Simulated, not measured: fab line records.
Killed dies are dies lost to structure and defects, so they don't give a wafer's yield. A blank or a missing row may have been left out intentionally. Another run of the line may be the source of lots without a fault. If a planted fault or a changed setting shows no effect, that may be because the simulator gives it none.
One fault seen from 2 desks    flow berkeley cmos170    each desk has only its own numbers; what lay behind them comes last

## AT THE TOOL OWNER'S DESK: plasma asher-02
The tool's own readings at UCB170_ACTIVE_STRIP_16 (strips in O2): means of the sampled wafers that have a number, for each lot that ran on this tool. A lot is out of limits, marked OUT, if its mean lies more than 4 standard deviations from the usual mean; the brackets give that distance.
Columns: A = drypump motor current A at UCB170_ACTIVE_STRIP_16, usual 5.9 A; B = oes product au at UCB170_ACTIVE_STRIP_16, usual 0.721 a.u.; C = strip time to endpoint s at UCB170_ACTIVE_STRIP_16, usual 18.09 s
lot   first seen here  A    B                 C
L194  day 4 16:16      6.0  0.720             18.01
L199  day 5 15:03      6.0  0.720             18.09
L200  day 5 15:10      6.1  0.719             18.07
L201  day 5 15:24      6.0  0.719             18.01
L204  day 6 21:52      6.0  0.720             18.17
L207  day 7 00:53      6.1  0.713             18.35
L208  day 7 10:13      6.0  0.702 (-4.3) OUT  18.90 (+10) OUT
Finding of this desk: L208 out of limits; the first was L208 at day 7 10:13, on oes product au at UCB170_ACTIVE_STRIP_16. L194, L199, L200, L201, L204, L207 stayed within limits.

## FROM THE METROLOGY DESK
Means of the sampled wafers that have a number, per lot and without regard to the tool the lot ran on: this is what the gauges read. A lot is out of limits, marked OUT, if its mean lies more than 4 standard deviations from the usual mean; the brackets give that distance.
Columns: A = PWELL_TW at UCB170_PWELL_TW_MEAS_17, usual 380.3; B = cd nm at UCB170_ACTIVE_CD_MEAS_13, usual 1200.5 nm; C = ACTIVE_OVL at UCB170_ACTIVE_OVL_MEAS_14, usual 0 nm
lot   first seen here  A      B       C
L193  day 3 08:51      379.8  1201.2  4
L194  day 3 09:12      378.8  1200.7  1
L197  day 4 06:28      378.5  1200.9  -4
L198  day 4 06:35      376.8  1201.2  1
L199  day 4 13:11      383.6  1200.3  -2
L201  day 4 13:20      382.1  1199.4  -7
L200  day 4 13:23      376.8  1199.4  1
L203  day 5 08:13      380.2  1200.4  -2
L204  day 5 11:33      379.7  1199.4  3
L207  day 5 22:37      379.0  1201.9  5
L208  day 6 09:26      381.2  1198.9  -3
L214  day 7 15:55      377.8  1201.5  -5
L212  day 7 16:13      383.0  1200.7  7
L213  day 7 19:10      379.1  1202.7  2
This desk's finding: nothing out of limits on any of the 14 lots.

## ALL TOGETHER
The tool owner's desk had the chance to raise an alarm at day 7 10:13 on L208.
Nothing out of limits was seen by the metrology desk.
The metrology desk has L208 on record, within its limits.
Every lot named ran UCB170_ACTIVE_STRIP_16 on plasma asher-02.

## WHAT WAS PUT IN BY THE SIMULATOR
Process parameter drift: plasma asher-02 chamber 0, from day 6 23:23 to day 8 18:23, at UCB170_ACTIVE_STRIP_16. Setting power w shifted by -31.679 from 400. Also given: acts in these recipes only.
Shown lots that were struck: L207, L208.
How many hours passed from the start of the fault until each desk's first out-of-limits reading: the tool owner's desk, 11.
